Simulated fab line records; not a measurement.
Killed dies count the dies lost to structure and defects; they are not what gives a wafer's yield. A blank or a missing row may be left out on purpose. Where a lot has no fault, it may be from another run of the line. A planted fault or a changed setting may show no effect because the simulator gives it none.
A lot that was struck, set against a sound lot ; flow berkeley-cmos170 ; 16 steps out of a route of 331
Sound: the wafers L319.1, L319.2, L319.4. Wafers L330.1, L330.2, L330.5 were the ones struck. At the end, the cause is stated.
At each step with rows: each side's tool, then ch and its chambers, then its first start. Under that, the readings that differ: sound wafers ; struck wafers ; difference of the means ; sigmas: that difference in standard deviations of wafers without a fault.
alike: readings whose means differ by less than 2 such deviations, and words and numbers that are the same on both sides. not compared: withheld readings, readings that some wafer has no value for, bounds like >300 that may hide the same value, and numbers for which the record gives no deviation and whose values overlap.
A row with sigmas, a row that says differs or no value, or rows on one side alone: a step with any of these is where the two part. When numbers do not overlap yet have no deviation, they are printed without sigmas and do not part them. A reading that every wafer of one side lacks parts them only if that side has two wafers or more.

UCB170_V1_CMP_02: polishes SiO2.
  sound on cmp-02 ch 1,2,3, day 8 11:46; struck on cmp-01 ch 0,1,3, day 10 20:36
  alike: motor-current-A, slurry-flow-ml-min
UCB170_V1_BOW_MEAS_03:
  sound: film-metro-01 at day 8 12:04; struck: film-metro-01 at day 10 20:55
  alike: V1_BOW
UCB170_V1_THK_MEAS_04:
  sound: film-metro-01 at day 8 12:11; struck: film-metro-01 at day 10 21:02
  alike: V1_POLISHED_THK
then, 7 steps without rows for these wafers: UCB170_V1_CLEAN_05 (cleans in DIW); UCB170_V1_HMDS_06 (prime time 60 s); UCB170_V1_COAT_07 (resist thk 900 nm); UCB170_V1_SOFTBAKE_08 (time 60 s); UCB170_V1_EXPOSE_09 (exposes mask VIA1, target cd 700 nm); UCB170_V1_PEB_10; UCB170_V1_DEVELOP_11 (develop time 45 s).
UCB170_V1_CD_MEAS_12: the cd target is 700 nm.
  sound: cd-sem-01 at day 8 14:13; struck: cd-sem-02 at day 10 22:49
  alike: cd-nm
UCB170_V1_OVL_MEAS_13:
  sound: overlay-01 at day 8 14:20; struck: overlay-02 at day 10 22:56
  alike: V1_OVL
UCB170_V1_ETCH_14: etches SiO2 in CHF3/CF4/Ar, stops on Al, target depth 1250 nm, time 291 s.
  sound on rie-diel-01 ch 0,2,3, day 8 14:22; struck on rie-diel-01 ch 1,2,3, day 10 22:58
reading;sound;struck;difference;sigmas
oes-product-au (a.u.);0.879 0.888 0.847;0.981 0.966 1.013;+0.115;+8
run-length-s (s);319.3 319.0 320.3;267.9 268.0 267.7;-51.7;-99 or more
model.KrF_of_V1_COAT_07.thk-nm (nm);611.5 605.5 612.7;663.8 661.6 659.8;+51.8;
  alike: drypump-motor-current-A, throttle-valve-pct
  not compared: rf-hours-counter-h
UCB170_V1_STRIP_15: strips in O2.
  sound on plasma-asher-04 ch 0,1, day 8 14:33; struck on plasma-asher-03 ch 0,1, day 10 23:09
reading;sound;struck;difference;sigmas
strip-time-to-endpoint-s (s);15.36 15.20 15.37;16.52 16.45 16.44;+1.16;+11
  alike: drypump-motor-current-A, o2-flow-sccm, oes-product-au
  not compared: rf-hours-counter-h
UCB170_V1_CD_MEAS_90: the cd target is 700 nm.
  sound: cd-sem-02 at day 8 14:39; struck: cd-sem-01 at day 10 23:15
  alike: cd-nm
UCB170_M3_PROBE_99:
  sound: prober-02 at day 8 22:59; struck: prober-02 at day 11 08:34
  not compared: model.etest.antenna-m2.vt-shift-v

## WHERE THEY PART
At UCB170_V1_ETCH_14 first; at UCB170_V1_STRIP_15 last (within this record only). Later steps at which nothing parts them and some readings are alike: UCB170_V1_CD_MEAS_90.

WHY: what the simulator had put in
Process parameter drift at UCB170_V1_ETCH_14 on rie-diel-01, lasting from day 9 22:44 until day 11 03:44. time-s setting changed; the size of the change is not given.
